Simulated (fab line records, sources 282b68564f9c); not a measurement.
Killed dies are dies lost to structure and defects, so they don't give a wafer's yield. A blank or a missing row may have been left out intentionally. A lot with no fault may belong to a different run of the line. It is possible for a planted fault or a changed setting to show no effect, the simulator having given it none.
Struck lot and sound lot, side by side || flow ritCmos || 39 steps out of a route of 202
Sound: the wafers L229.1, L229.3, L229.6. The struck wafers were L221.3, L221.4, L221.6. The cause comes at the end.
Order at every step that has rows: each side's tool, ch and its chambers, its first start. Under that, the readings that differ: sound wafers || struck wafers || difference of the means || sigmas: that difference in standard deviations of wafers without a fault.
alike: words and numbers the same on both sides, and readings whose means are apart by under 2 such deviations; not compared: readings that were withheld, readings missing a value for some wafer, numbers with overlapping values and no deviation given by the record, and bounds like >300 which may hide the same value.
A row with sigmas, a row that says differs or no value, or rows on one side alone: a step with any of these is where the two part. Numbers that have no deviation but don't overlap get no sigmas and don't part them. Lack of a reading on every wafer of one side parts them only where that side has two or more wafers.

first, 3 steps without rows for these wafers: RIT_GATE_EXPOSE_13 (exposes mask M6, target cd 150 nm); RIT_GATE_PEB_14; RIT_GATE_DEVELOP_15 (develop time 50 s).
RIT_GATE_CD_MEAS_16: target cd 150 nm.
  sound on cdSem-01 at day 6 02:56; struck on cdSem-02 at day 4 17:44
  alike: cdNm
RIT_GATE_OVL_MEAS_17:
  sound on overlay-02 at day 6 03:03; struck on overlay-02 at day 4 17:50
{"reading": "GATE_OVL (nm)", "sound": "-1.2 -0.8 -1.7", "struck": "1.8 1.2 0.7", "difference": "+2.5", "sigmas": "+2"}
then, 1 step without rows for these wafers: RIT_GATE_HARDBAKE_18 (time 60 s).
RIT_GATE_ETCH_19: etches poly-Si in SF6/CHF3/O2, stops on SiO2, time 165 s, target depth 312.5 nm.
  sound on rieSi-02 ch 0,3, day 6 03:14; struck on rieSi-02 ch 0,1,2, day 4 18:01
  alike: drypumpMotorCurrentA, oesProductAu, throttleValvePct
  not compared: rfHoursCounterH
RIT_GATE_STRIP_20: strips in O2, time 180 s.
  sound on plasmaAsher-02 ch 0,1, day 6 03:20; struck on plasmaAsher-01 ch 0,1, day 4 18:10
  alike: drypumpMotorCurrentA
  not compared: rfHoursCounterH
RIT_GATE_CD_MEAS_90: target cd 150 nm.
  sound on cdSem-02 at day 6 03:31; struck on cdSem-01 at day 4 18:20
  alike: cdNm
then, 3 steps without rows for these wafers: RIT_REOX_CLEAN_00 (cleans in SC1, time 600 s); RIT_REOX_CLEAN_01 (cleans in dHF, time 30 s); RIT_REOX_CLEAN_02 (cleans in SC2, time 600 s).
RIT_REOX_OXIDATION_03: target thk 25.2 nm, ox time 5580 s.
  sound on furnace-01 ch 0, day 6 04:56; struck on furnace-04 ch 0, day 4 19:22
{"reading": "spikeTcLoadC (C)", "sound": "928.4 929.3 927.9", "struck": "922.4 921.1 921.5", "difference": -6.9, "sigmas": -2}
{"reading": "zonePowerCentrePct (%)", "sound": "42.4 42.2 42.3", "struck": "38.5 38.3 38.1", "difference": -4.0, "sigmas": -2}
{"reading": "model.SiO2_of_REOX_OXIDATION_03.thkNm (nm)", "sound": "24.8 24.94 25", "struck": "32.77 32.92 32.95", "difference": "+7.97", "sigmas": ""}
  alike: oxTempC
RIT_REOX_THK_MEAS_04:
  sound on filmMetro-01 at day 6 07:29; struck on filmMetro-04 at day 4 21:56
{"reading": "REOX_OXIDE_THK (nm)", "sound": "24.7 24.9 25.0", "struck": "32.8 33.0 32.9", "difference": "+8.0", "sigmas": "+19"}
then, 6 steps without rows for these wafers: RIT_NLDD_HMDS_00 (prime time 60 s); RIT_NLDD_COAT_01 (resist thk 1000 nm); RIT_NLDD_SOFTBAKE_02 (time 60 s); RIT_NLDD_EXPOSE_03 (exposes mask M7, target cd 40700 nm); RIT_NLDD_PEB_04; RIT_NLDD_DEVELOP_05 (develop time 50 s).
RIT_NLDD_OVL_MEAS_06:
  sound on overlay-01 at day 6 08:31; struck on overlay-02 at day 4 23:02
{"reading": "NLDD_OVL (nm)", "sound": "0.2 -0.2 0.1", "struck": "2.5 2.9 3.5", "difference": "+2.9", "sigmas": "+2"}
then, 2 steps without rows for these wafers: RIT_NLDD_HARDBAKE_07 (time 60 s); RIT_NLDD_IMPLANT_08.
RIT_NLDD_STRIP_09: strips in O2, time 180 s.
  sound on plasmaAsher-04 ch 0,1, day 6 08:51; struck on plasmaAsher-03 ch 0,1, day 4 23:26
{"reading": "drypumpMotorCurrentA (A)", "sound": "5.02 5.02 5.52", "struck": "6.04 5.71 5.68", "difference": "+0.62", "sigmas": "+2"}
  not compared: rfHoursCounterH
RIT_NLDD_TW_MEAS_10:
  sound on filmMetro-02 at day 6 09:02; struck on filmMetro-02 at day 4 23:34
  alike: NLDD_TW
then, 6 steps without rows for these wafers: RIT_PLDD_HMDS_00 (prime time 60 s); RIT_PLDD_COAT_01 (resist thk 1000 nm); RIT_PLDD_SOFTBAKE_02 (time 60 s); RIT_PLDD_EXPOSE_03 (exposes mask M8, target cd 40900 nm); RIT_PLDD_PEB_04; RIT_PLDD_DEVELOP_05 (develop time 50 s).
RIT_PLDD_OVL_MEAS_06:
  sound on overlay-01 at day 6 10:04; struck on overlay-02 at day 5 00:40
  alike: PLDD_OVL
then, 2 steps without rows for these wafers: RIT_PLDD_HARDBAKE_07 (time 60 s); RIT_PLDD_IMPLANT_08.
RIT_PLDD_STRIP_09: strips in O2, time 180 s.
  sound on plasmaAsher-03 ch 0,1, day 6 10:24; struck on plasmaAsher-04 ch 0,1, day 5 01:02
  alike: drypumpMotorCurrentA
  not compared: rfHoursCounterH
RIT_PLDD_TW_MEAS_10:
  sound on filmMetro-04 at day 6 10:34; struck on filmMetro-02 at day 5 01:11
  alike: PLDD_TW
RIT_SPACER_CLEAN_00: cleans in SC1, time 600 s.
  sound on wetBench-04 ch 0, day 6 10:38; struck on wetBench-04 ch 3, day 5 01:13
{"reading": "model.SiO2_of_REOX_OXIDATION_03.thkNm (nm)", "sound": "22.89 23.02 23.08", "struck": "30.24 30.37 30.41", "difference": "+7.34", "sigmas": ""}
then, 1 step without rows for these wafers: RIT_SPACER_CLEAN_01 (cleans in dHF, time 30 s).
RIT_M1_PROBE_99:
  sound on prober-01 at day 7 00:56; struck on prober-01 at day 5 14:44
{"reading": "killedAtContacts", "sound": "0 0 0", "struck": "0 0 2", "difference": "+1", "sigmas": "+2"}
{"reading": "model.etest.pmosTurned.rOnOhmUm", "sound": "3328 3296 3344", "struck": "8368 8415 8932", "difference": "+5249", "sigmas": ""}
{"reading": "model.etest.pmos_0p3.rOnOhmUm", "sound": "6140 6007 6190", "struck": "7801 7908 7949", "difference": "+1774", "sigmas": ""}
{"reading": "model.etest.pmos_0p15.rOnOhmUm", "sound": "2695 2672 2738", "struck": "4306 4309 4322", "difference": "+1611", "sigmas": ""}
{"reading": "model.etest.pldd.rsOhmSq", "sound": "480.3 484.6 488.7", "struck": "1442 1466 1494", "difference": "+983", "sigmas": ""}
{"reading": "model.etest.nmos_0p15.rOnOhmUm", "sound": "1116 1128 1141", "struck": "1541 1537 1546", "difference": "+413", "sigmas": ""}
{"reading": "model.etest.nmos_0p3.rOnOhmUm", "sound": "2110 2101 2127", "struck": "2493 2515 2552", "difference": "+407", "sigmas": ""}
{"reading": "model.etest.nldd.rsOhmSq", "sound": "374.6 372.3 376.9", "struck": "627.8 630.1 637", "difference": "+257.0", "sigmas": ""}
{"reading": "model.etest.pldd.lineOhmUm", "sound": "151.8 153.2 154.9", "struck": "452.1 457.7 464.1", "difference": "+304.7", "sigmas": ""}
  alike: killedAtFrontEnd, killedDies, killedOpen, killedShort

## WHERE THEY PART
At RIT_GATE_OVL_MEAS_17 first; at RIT_M1_PROBE_99 last (within this record only).

WHY: the cause the simulator had injected
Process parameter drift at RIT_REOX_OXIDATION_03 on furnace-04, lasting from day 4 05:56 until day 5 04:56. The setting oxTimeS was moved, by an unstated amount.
